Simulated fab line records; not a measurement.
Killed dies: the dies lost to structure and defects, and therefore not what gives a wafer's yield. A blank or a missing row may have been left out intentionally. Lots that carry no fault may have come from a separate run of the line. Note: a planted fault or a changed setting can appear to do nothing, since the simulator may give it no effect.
Chamber matching || flow rit-cmos || RIT_CONTACT_CVD_00 on pecvd-01 has 3 sister chambers
The step deposits SiO2 from TEOS, target thk 400 nm, time 62.96 s. 3 wafers are shown with their chamber, then 7 later ones without.

WAFERS, EACH WITH ITS CHAMBER
{"wafer": "L668.4", "chamber": 0, "heater-power-w (W)": 364}
{"wafer": "L670.1", "chamber": 2, "heater-power-w (W)": 373}
{"wafer": "L670.3", "chamber": 1, "heater-power-w (W)": 446}

WAFERS WHOSE CHAMBER IS MISSING
{"wafer": "L670.4", "heater-power-w (W)": 395}
{"wafer": "L673.2", "heater-power-w (W)": 504}
{"wafer": "L673.4", "heater-power-w (W)": 288}
{"wafer": "L673.5", "heater-power-w (W)": 515}
{"wafer": "L676.4", "heater-power-w (W)": 344}
{"wafer": "L676.5", "heater-power-w (W)": 523}
{"wafer": "L676.6", "heater-power-w (W)": 284}

THE CHAMBER EACH PASSED THROUGH
{"wafer": "L670.4", "from the rows above": "can't be placed: 2 or 0 or 1", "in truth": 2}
{"wafer": "L673.2", "from the rows above": "can't be placed: 1 or 2 or 0", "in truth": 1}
{"wafer": "L673.4", "from the rows above": "can't be placed: 0 or 2 or 1", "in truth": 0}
{"wafer": "L673.5", "from the rows above": "can't be placed: 1 or 2 or 0", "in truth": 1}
{"wafer": "L676.4", "from the rows above": "can't be placed: 0 or 2 or 1", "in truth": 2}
{"wafer": "L676.5", "from the rows above": "can't be placed: 1 or 2 or 0", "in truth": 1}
{"wafer": "L676.6", "from the rows above": "can't be placed: 0 or 2 or 1", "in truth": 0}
Placed correctly: 0 of 7. Unplaceable from these rows: 7, with the true chamber sitting among the candidates in 7. Wrongly placed: 0.
How it was worked out, from the rows above alone: a wafer's distance from a chamber is the root of the sum, over the readings, of the square of ((its reading less the chamber's mean) divided by the reading's scatter). If the next closest chamber is less than 2 further off than the closest, the wafer can't be placed; otherwise it belongs to the closest. The mean given for a chamber averages the wafers shown for that chamber. The scatter (one wafer shown for each chamber): square how far every hidden wafer sits from the nearest shown wafer, average those squares and take the square root.
